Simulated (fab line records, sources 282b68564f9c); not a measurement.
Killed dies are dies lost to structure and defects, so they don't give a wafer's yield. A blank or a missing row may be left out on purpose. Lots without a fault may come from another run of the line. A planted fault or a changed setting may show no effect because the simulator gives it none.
fab line records | flow rit_cmos | part 2 of 2: steps 35 to 48 of 48
record lots=5 wafers=15 last_day=6
route steps=202 shown GATE@90 REOX@98 NLDD@103 PLDD@114 SPACER@125 NSD@131
lots that met no fault: from a run of the same line without faults
start_h: hours from the record's first day to the start of the lot's first wafer shown | wait_h: hours since the lot's step before | " the same as in the row above | L1.1+2: a row that stands for several wafers | - no value, or no start given | * or withheld: withheld | < > ~ a bound
route shown NAME@n: a module of which the file shows steps, and the number in the route of the first | usual: mean/standard deviation of fault-free wafers | same: alike in all rows | chamber/n: place in a boat | sites: the reading at each site | _std_site: their standard deviation | _edge_site: outer sites' mean less inner sites' | radius_mm: how far each site lies from the wafer's centre | mask NAME#n: copy n | behind: the tool/chamber that last shaped the wafer | hold: why the lot was held/for how many hours/how that ended | device: the transistor (n, p or np) that didn't switch | end of line: the same wafers' tests at the end of the route | a step without rows: its recipe alone | killed: dies lost to structure and defects at the first sort, not the wafer's yield | map: a wafer's dies, x killed, . not, _ none there
set.NAME: the setting as run; set.NAME@STEP: as run at that earlier step | model.NAME: the simulator's own value behind a step, which no gauge read
lots at some steps of the route; a table a step, a row a wafer
services: from which hour (start_h, from the record's first day; less than 0 if before it) a tool's chamber was out of use, for how many hours, and why
## steps
# step RIT_PLDD_TW_MEAS_10
# usual PLDD_TW=2346/28
# columns lot.wafer tool chamber start_h wait_h PLDD_TW
L077.1 film_metro-02 - 68.80 0.1 2320
L077.2 " - " " 2329
L077.5 " - " " 2323
L080.2 film_metro-02 - 85.06 0.1 2326
L080.4 " - " " 2323
L080.5 " - " " 2329
L086.1 film_metro-03 - 109.31 0.1 2334
L086.4 " - " " 2315
L086.6 " - " " 2343
L089.1 film_metro-03 - 123.89 0.1 2323
L089.4 " - " " 2321
L089.6 " - " " 2322
L091.2 film_metro-02 - 133.91 0.1 2317
L091.4 " - " " 2320
L091.5 " - " " 2322
# step RIT_SPACER_CLEAN_00
# recipe chemistry=SC1 mix=3:3:50 time_s=600 temp_c=75
# columns lot.wafer tool chamber start_h wait_h
L077.1+2+5 wet_bench-01 2 68.86 0.1
L080.2+4+5 wet_bench-03 2 85.11 0.0
L086.1+4+6 wet_bench-03 1 109.37 0.1
L089.1+4+6 wet_bench-03 1 123.95 0.1
L091.2+4+5 wet_bench-03 2 133.96 0.0
# step RIT_SPACER_CLEAN_01
# recipe chemistry=dHF dilution=50:1 time_s=30
# columns lot.wafer tool chamber start_h wait_h
L077.1+2+5 wet_bench-03 3 69.03 0.0
L080.2+4+5 wet_bench-02 2 85.29 0.0
L086.1+4+6 wet_bench-02 2 109.56 0.0
L089.1+4+6 wet_bench-01 3 124.12 0.0
L091.2+4+5 wet_bench-02 2 134.14 0.0
# step RIT_SPACER_CLEAN_02
# recipe chemistry=SC2 mix=3:3:50 time_s=600 temp_c=75 dry=n2_spin
# columns lot.wafer tool chamber start_h wait_h
L077.1+2+5 wet_bench-01 1 69.05 0.0
L080.2+4+5 wet_bench-03 1 85.30 0.0
L086.1+4+6 wet_bench-01 2 109.58 0.0
L089.1+4+6 wet_bench-02 2 124.14 0.0
L091.2+4+5 wet_bench-01 3 134.16 0.0
# step RIT_SPACER_CVD_03
# recipe material=Si3N4 target_thk_nm=250 temp_c=810 precursor=SiH2Cl2/NH3 time_s=3300 pressure_mtorr=300 sih2cl2_flow_sccm=60 nh3_flow_sccm=150
# usual zone_power_load_pct=21.6/2.7
# columns lot.wafer tool chamber start_h wait_h zone_power_load_pct
L077.1 lpcvd-01 1 69.28 0.1 24.9
L077.2 " 1 " " 24.7
L077.5 " 1 " " 24.7
L080.2 lpcvd-02 1 85.48 0.0 19.4
L080.4 " 1 " " 19.6
L080.5 " 1 " " 18.9
L086.1 lpcvd-02 0 109.75 0.0 18.5
L086.4 " 0 " " 18.7
L086.6 " 0 " " 18.7
L089.1 lpcvd-02 1 124.35 0.0 19.2
L089.4 " 1 " " 19.8
L089.6 " 1 " " 19.4
L091.2 lpcvd-02 1 134.33 0.0 19.2
L091.4 " 1 " " 19.5
L091.5 " 1 " " 19.3
# step RIT_SPACER_THK_MEAS_04
# recipe reads=Si3N4_of_SPACER_CVD_03
# usual SPACER_NITRIDE_THK=252.1/2.8
# columns lot.wafer tool chamber start_h wait_h SPACER_NITRIDE_THK[nm]
L077.1 film_metro-03 - 71.20 0.0 250.3
L077.2 " - " " 250.5
L077.5 " - " " 250.0
L080.2 film_metro-02 - 87.40 0.0 253.4
L080.4 " - " " 251.5
L080.5 " - " " 251.9
L086.1 film_metro-01 - 111.67 0.0 257.6
L086.4 " - " " 258.2
L086.6 " - " " 257.8
L089.1 film_metro-02 - 126.27 0.0 252.0
L089.4 " - " " 254.4
L089.6 " - " " 252.2
L091.2 film_metro-01 - 136.26 0.0 252.5
L091.4 " - " " 251.4
L091.5 " - " " 250.2
# step RIT_SPACER_ETCHBACK_05
# recipe target_depth_a=2500 SF6_flow_sccm=30 CHF3_flow_sccm=30 target=Si3N4 chemistry=SF6/CHF3 pressure_mtorr=40 rf_w=250 time_s=240 stop_on=SiO2
# usual chamber_pressure_mTorr=40.00/0.038 drypump_motor_current_A=5.9/0.41 oes_product_au=0.850/0.012 throttle_valve_pct=10.31/0.12
# columns lot.wafer tool chamber start_h wait_h chamber_pressure_mTorr drypump_motor_current_A oes_product_au rf_hours_counter_h throttle_valve_pct
L077.1 rie_diel-01 0 71.26 0.1 39.92 5.6 0.850 163 10.26
L077.2 " 1 " " 40.05 5.6 0.860 2 10.53
L077.5 " 1 " " 40.03 5.6 0.849 - 10.54
L080.2 rie_diel-04 2 87.45 0.0 40.01 5.5 0.853 1 10.11
L080.4 " 1 " " 39.96 5.6 0.836 40 10.24
L080.5 " 1 " " 40.03 5.6 0.846 - 10.24
L086.1 rie_diel-04 1 111.73 0.1 39.96 5.6 0.858 41 10.25
L086.4 " 2 " " 39.93 5.5 0.860 1 10.13
L086.6 " 3 " " 39.94 5.8 0.858 - 10.41
L089.1 rie_diel-01 0 126.33 0.1 39.98 5.6 0.858 0 10.28
L089.4 " 1 " " 40.00 5.6 0.868 3 10.54
L089.6 " 2 " " 39.99 6.3 0.853 - 10.21
L091.2 rie_diel-04 0 136.31 0.0 40.02 6.5 0.865 145 10.41
L091.4 " 3 " " 40.03 5.8 0.842 70 10.40
L091.5 " 2 " " 39.99 5.4 0.848 - 10.13
# step RIT_NSD_HMDS_00
# recipe prime_time_s=60 prime_temp_c=140
# columns lot.wafer tool chamber start_h wait_h
L077.1+2+5 litho_track-02 0 71.41 0.1
L080.2+4+5 litho_track-01 0 87.63 0.1
L086.1+4+6 litho_track-04 0 111.88 0.1
L089.1+4+6 litho_track-01 0 126.48 0.1
L091.2+4+5 litho_track-04 0 136.48 0.1
# step RIT_NSD_COAT_01
# recipe resist=NOVOLAK spin_rpm=3250 resist_thk_nm=1000
# columns lot.wafer tool chamber start_h wait_h
L077.1+2+5 litho_track-02 0 71.56 0.1
L080.2+4+5 litho_track-01 0 87.78 0.1
L086.1+4+6 litho_track-04 0 112.03 0.1
L089.1+4+6 litho_track-01 0 126.63 0.1
L091.2+4+5 litho_track-04 0 136.63 0.1
# step RIT_NSD_SOFTBAKE_02
# recipe resist=NOVOLAK temp_c=90 time_s=60
# columns lot.wafer tool chamber start_h wait_h
L077.1+2+5 litho_track-02 0 71.71 0.1
L080.2+4+5 litho_track-01 0 87.93 0.1
L086.1+4+6 litho_track-04 0 112.18 0.1
L089.1+4+6 litho_track-01 0 126.78 0.1
L091.2+4+5 litho_track-04 0 136.78 0.1
# step RIT_NSD_EXPOSE_03
# recipe mask_id=M9 na=0.57 target_cd_nm=40700 dose_mj=250
# same na=0.57
# columns lot.wafer tool chamber start_h wait_h mask
L077.1+2+5 iline_stepper-01 0 71.86 0.1 M9#0
L080.2+4+5 iline_stepper-02 0 88.20 0.2 M9#0
L086.1+4+6 iline_stepper-02 0 112.45 0.2 M9#0
L089.1+4+6 iline_stepper-01 0 126.93 0.1 M9#0
L091.2+4+5 iline_stepper-01 0 136.97 0.2 M9#0
# step RIT_NSD_PEB_04
# recipe resist=NOVOLAK temp_c=withheld time_s=withheld
# columns lot.wafer tool chamber start_h wait_h
L077.1+2+5 litho_track-04 0 71.97 0.1
L080.2+4+5 litho_track-02 0 88.32 0.1
L086.1+4+6 litho_track-02 0 112.57 0.1
L089.1+4+6 litho_track-01 0 127.05 0.1
L091.2+4+5 litho_track-04 0 137.09 0.1
# step RIT_NSD_DEVELOP_05
# recipe resist=NOVOLAK develop_time_s=50 dev_temp_c=23
# columns lot.wafer tool chamber start_h wait_h
L077.1+2+5 litho_track-04 0 - -
L080.2+4+5 litho_track-02 0 - -
L086.1+4+6 litho_track-02 0 - -
L089.1+4+6 litho_track-01 0 - -
L091.2+4+5 litho_track-04 0 - -
# step RIT_NSD_OVL_MEAS_06
# usual NSD_OVL=0.7/1.5
# columns lot.wafer tool chamber start_h wait_h NSD_OVL[nm]
L077.1 overlay-02 - 72.26 - 0.1
L077.2 " - " " 0.5
L077.5 " - " " 0.5
L080.2 overlay-02 - 88.58 - 0.7
L080.4 " - " " -1.7
L080.5 " - " " 0.0
L086.1 overlay-02 - 112.85 - 2.7
L086.4 " - " " 1.2
L086.6 " - " " 1.6
L089.1 overlay-01 - 127.33 - 1.8
L089.4 " - " " 1.7
L089.6 " - " " 0.1
L091.2 overlay-02 - 137.35 - 2.1
L091.4 " - " " -0.6
L091.5 " - " " -0.7
## services
# columns tool chamber start_h hours kind
implanter-03 - 38.57 3.5 repair
iline_stepper-02 - 39.05 1.7 pm
rie_diel-04 2 40.29 - clean
rie_diel-04 2 40.29 16.3 scheduled_down
rie_diel-04 2 40.29 16.3 vent_cycle
iline_stepper-02 0 44.72 - calibration
rie_si-02 - 56.97 2.8 pm
implanter-03 - 62.72 1.9 repair
implanter-02 - 74.22 1.7 repair
rie_diel-01 0 81.73 - clean
rie_diel-01 0 81.73 23.5 scheduled_down
rie_diel-01 0 81.73 23.5 vent_cycle
rie_diel-04 1 92.24 16.2 repair
plasma_asher-04 - 105.75 0.9 repair
plasma_asher-02 - 108.75 9.0 pm
plasma_asher-02 0 108.75 9.0 vent_cycle
plasma_asher-02 1 108.75 9.0 vent_cycle
plasma_asher-02 0 117.75 - clean
plasma_asher-02 1 117.75 - clean
wet_bench-04 - 120.41 1.9 pm
implanter-01 - 127.38 9.0 repair
iline_stepper-01 0 134.98 - calibration
